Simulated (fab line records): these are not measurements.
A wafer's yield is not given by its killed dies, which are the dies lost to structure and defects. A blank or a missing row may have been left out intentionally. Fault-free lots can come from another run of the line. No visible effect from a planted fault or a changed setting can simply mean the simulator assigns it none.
Which tool was responsible?    flow rit-cmos    42 wafers from 14 lots sampled at 5 of the route's 202 steps

WHAT EACH GAUGE READ, for each wafer
RIT_ACTIVE_CD_MEAS_90: the cd target is 1400 nm.
lot   measured     on         cd-nm (nm)
L109  day 1 20:44  cd-sem-02  1404.0 1404.0 1400.0
L110  day 2 01:02  cd-sem-02  1400.4 1402.1 1403.2
L111  day 2 06:08  cd-sem-02  1395.3 1395.1 1397.5
L113  day 2 17:26  cd-sem-02  1396.4 1397.9 1398.8
L114  day 3 00:02  cd-sem-02  1398.7 1400.9 1400.5
L116  day 3 07:16  cd-sem-02  1404.6 1404.0 1403.0
L117  day 3 14:19  cd-sem-02  1398.2 1400.1 1400.3
L118  day 3 17:53  cd-sem-01  1399.7 1399.8 1400.4
L120  day 4 04:08  cd-sem-01  1397.7 1397.1 1396.3
L122  day 4 13:37  cd-sem-01  1400.6 1398.4 1397.5
L123  day 4 19:31  cd-sem-02  1400.0 1399.1 1402.3
L127  day 5 16:00  cd-sem-01  1404.1 1401.7 1401.9
L128  day 5 19:20  cd-sem-02  1400.4 1398.5 1400.4
L130  day 6 05:22  cd-sem-02  1399.0 1400.2 1400.2

RIT_PWELL_OVL_MEAS_06.
lot   measured     on          PWELL_OVL (nm)
L109  day 2 03:42  overlay-02  -1.5 -1.0 -1.8
L110  day 2 08:49  overlay-02  -0.2 0.1 -0.6
L111  day 2 14:49  overlay-01  -4.4 -3.5 -2.8
L113  day 3 02:08  overlay-01  -1.8 -1.2 -3.1
L114  day 3 06:58  overlay-01  -2.4 -1.7 -1.5
L116  day 3 16:51  overlay-02  -3.1 -3.0 -2.5
L117  day 3 21:07  overlay-01  -2.0 -0.9 0.4
L118  day 4 02:43  overlay-01  -2.2 -1.3 -0.9
L120  day 4 11:34  overlay-02  -2.5 0.1 -3.2
L122  day 4 23:25  overlay-01  -0.5 -0.8 -1.1
L123  day 5 03:38  overlay-01  -2.2 -3.0 -2.9
L127  day 5 22:50  overlay-02  1.1 -0.5 -1.6
L128  day 6 03:46  overlay-02  -2.4 -2.3 -3.0
L130  day 6 13:37  overlay-02  -1.8 -2.2 -2.3

RIT_NLDD_OVL_MEAS_06.
lot   measured     on          NLDD_OVL (nm)
L109  day 3 02:36  overlay-02  -0.2 -0.8 -1.9
L110  day 3 06:14  overlay-01  -1.0 -1.5 -1.5
L111  day 3 13:12  overlay-02  0.2 -2.2 -0.6
L113  day 3 23:01  overlay-02  0.2 1.4 -0.6
L114  day 4 06:04  overlay-02  -1.8 -1.1 -0.5
L116  day 4 14:19  overlay-02  -2.3 -3.4 -1.7
L117  day 4 20:16  overlay-01  2.7 -0.2 0.2
L118  day 5 00:44  overlay-01  -1.1 -1.2 -1.7
L120  day 5 07:37  overlay-02  -0.2 -0.3 -2.0
L122  day 5 20:14  overlay-02  -0.2 -1.3 1.0
L123  day 5 23:25  overlay-01  -7.3 -7.8 -6.6
L127  day 6 20:42  overlay-01  -6.4 -6.2 -5.2
L128  day 6 23:14  overlay-02  1.6 1.5 1.3
L130  day 7 13:20  overlay-02  -0.9 0.4 0.1

TOOL THAT RAN EACH LOT (tool first, then ch and the chambers of the sampled wafers, then the start)
lot   RIT_PRETRO_STRIP_09                  RIT_NLDD_EXPOSE_03
L109  plasma-asher-03 ch 0,1, day 2 13:35  iline-stepper-02 ch 0, day 3 02:12
L110  plasma-asher-03 ch 0,1, day 2 18:53  iline-stepper-02 ch 0, day 3 05:50
L111  plasma-asher-03 ch 0,1, day 3 00:25  iline-stepper-02 ch 0, day 3 12:48
L113  plasma-asher-01 ch 0,1, day 3 12:01  iline-stepper-02 ch 0, day 3 22:37
L114  plasma-asher-04 ch 0,1, day 3 18:17  iline-stepper-02 ch 0, day 4 05:40
L116  plasma-asher-01 ch 0,1, day 4 03:04  iline-stepper-02 ch 0, day 4 13:55
L117  plasma-asher-03 ch 0,1, day 4 06:43  iline-stepper-01 ch 0, day 4 19:53
L118  plasma-asher-04 ch 0,1, day 4 11:56  iline-stepper-02 ch 0, day 5 00:20
L120  plasma-asher-03 ch 0,1, day 4 20:50  iline-stepper-01 ch 0, day 5 07:04
L122  plasma-asher-04 ch 0,1, day 5 08:27  iline-stepper-01 ch 0, day 5 19:52
L123  plasma-asher-03 ch 0,1, day 5 13:34  iline-stepper-02 ch 0, day 5 23:03
L127  plasma-asher-03 ch 0,1, day 6 08:16  iline-stepper-02 ch 0, day 6 20:18
L128  plasma-asher-03 ch 0,1, day 6 13:11  iline-stepper-01 ch 0, day 6 22:50
L130  plasma-asher-03 ch 0,1, day 6 22:53  iline-stepper-01 ch 0, day 7 12:57
- RIT_PRETRO_STRIP_09: strips in O2, time 180 s.
- RIT_NLDD_EXPOSE_03: exposes mask M7, target cd 40700 nm.

AS READ BY THE TOOLS THEMSELVES (means over the sampled wafers that have a number; for cases with no such wafer, the mark the record gives instead)
RIT_PRETRO_STRIP_09.
lot   tool             drypump-motor-current-A (A)  o2-flow-sccm (sccm)
L109  plasma-asher-03  5.59                         3999
L110  plasma-asher-03  5.61                         3996
L111  plasma-asher-03  5.54                         3994
L113  plasma-asher-01  5.75                         4006
L114  plasma-asher-04  5.33                         3994
L116  plasma-asher-01  5.72                         3999
L117  plasma-asher-03  5.61                         3994
L118  plasma-asher-04  5.32                         4002
L120  plasma-asher-03  5.60                         3998
L122  plasma-asher-04  5.07                         3992
L123  plasma-asher-03  5.53                         4006
L127  plasma-asher-03  5.58                         4002
L128  plasma-asher-03  5.55                         3993
L130  plasma-asher-03  5.57                         4022

RIT_NLDD_EXPOSE_03.
lot   tool              reticle-temp-C (C)
L109  iline-stepper-02  23.08
L110  iline-stepper-02  22.99
L111  iline-stepper-02  22.97
L113  iline-stepper-02  22.85
L114  iline-stepper-02  23.02
L116  iline-stepper-02  22.95
L117  iline-stepper-01  23.08
L118  iline-stepper-02  22.95
L120  iline-stepper-01  23.03
L122  iline-stepper-01  22.91
L123  iline-stepper-02  22.88
L127  iline-stepper-02  22.97
L128  iline-stepper-01  23.00
L130  iline-stepper-01  23.03

THE ANSWER, worked out from the rows above alone
Rule: what is usual is taken from the lots themselves. Put in order of their means at a reading, lots are off if they are a third of the lots or fewer, leave a main group of 4 or more, and stand apart from it by a gap of 3 or more times the standard deviation of the main group's means; of several such gaps the widest counts. Not used: any main group whose means are identical at the precision the tables above print for the reading. A lot without any number at a reading at which 4 lots or more have one is off too. The other lots that the step has rows for count as sound. Order of review: gauges by route order, followed by the tools' own readings, for which a lot's mean as printed above is used. At the first step where some lot is off, the reading lying furthest off is the one used; lots without a number count as furthest.
Off: L123, L127, at RIT_NLDD_OVL_MEAS_06 (NLDD_OVL). The main group has a mean of -0.5 nm with a standard deviation of 1.
A tool fits if, at a process step before that reading, it ran every lot that is off, and no sound lot after the first of them. Gauges at RIT_NLDD_OVL_MEAS_06: tried the same way as those tools. This does not decide it: 2 tools fit, namely iline-stepper-02 at RIT_NLDD_EXPOSE_03 and overlay-01 at RIT_NLDD_OVL_MEAS_06.

WHAT THE SIMULATOR PUT IN
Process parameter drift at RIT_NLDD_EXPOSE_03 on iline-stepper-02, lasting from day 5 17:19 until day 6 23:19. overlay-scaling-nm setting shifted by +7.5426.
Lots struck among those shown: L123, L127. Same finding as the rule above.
